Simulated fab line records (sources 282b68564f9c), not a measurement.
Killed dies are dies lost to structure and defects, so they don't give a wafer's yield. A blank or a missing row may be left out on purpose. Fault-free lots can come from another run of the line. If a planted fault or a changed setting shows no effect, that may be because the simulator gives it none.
What tool caused it? ; flow rit_cmos ; 21 wafers from 7 lots sampled at 2 of the route's 202 steps

## WHAT EACH GAUGE READ, for each wafer
RIT_CONTACT_CD_MEAS_08: target cd 1000 nm.
lot;measured;on;cd_nm (nm)
L336;day 3 13:19;cd_sem-01;1002.3 1000.8 1000.2
L338;day 4 00:16;cd_sem-02;1002.5 1002.1 1001.1
L340;day 4 08:59;cd_sem-02;1002.2 1001.5 1003.0
L344;day 5 07:50;cd_sem-02;1001.6 1001.8 1000.8
L346;day 5 19:05;cd_sem-02;1000.2 999.0 999.9
L350;day 6 12:20;cd_sem-02;1153.5 1152.1 1152.5
L355;day 7 15:16;cd_sem-01;999.7 999.4 1001.8

## TOOL THAT RAN EACH LOT (tool first, then ch and the chambers of the sampled wafers, then the start)
lot;RIT_CONTACT_COAT_03
L336;litho_track-01 ch 0, day 3 12:16
L338;litho_track-01 ch 0, day 3 23:20
L340;litho_track-01 ch 0, day 4 08:02
L344;litho_track-01 ch 0, day 5 06:45
L346;litho_track-02 ch 0, day 5 18:09
L350;litho_track-04 ch 0, day 6 11:24
L355;litho_track-02 ch 0, day 7 14:20
- RIT_CONTACT_COAT_03: resist thk 1000 nm.

## THE ANSWER, worked out from the rows above alone
Rule: usual is defined by the lots themselves. The widest of any qualifying gaps counts: lots, ordered by their means at a reading, are off when they make up no more than a third of the lots, leave a main group of 4 or more, and stand apart from it by 3 or more times the standard deviation of that group's means. A main group whose means are all the same, to the digits that the tables above print for the reading, isn't used. A lot without any number at a reading at which 4 lots or more have one is off too. Any other lot the step has rows for is counted as sound.
Off, at RIT_CONTACT_CD_MEAS_08 on cd_nm: L350. Main group: mean 1001.1 nm, sd 0.88.
A tool fits if, at a process step before that reading, it ran every lot that is off, and no sound lot after the first of them. The gauges at RIT_CONTACT_CD_MEAS_08 are tried like those tools. Undecided on this evidence; 2 tools fit (litho_track-04 at RIT_CONTACT_COAT_03, cd_sem-02 at RIT_CONTACT_CD_MEAS_08).

## WHAT HAD BEEN PUT IN BY THE SIMULATOR
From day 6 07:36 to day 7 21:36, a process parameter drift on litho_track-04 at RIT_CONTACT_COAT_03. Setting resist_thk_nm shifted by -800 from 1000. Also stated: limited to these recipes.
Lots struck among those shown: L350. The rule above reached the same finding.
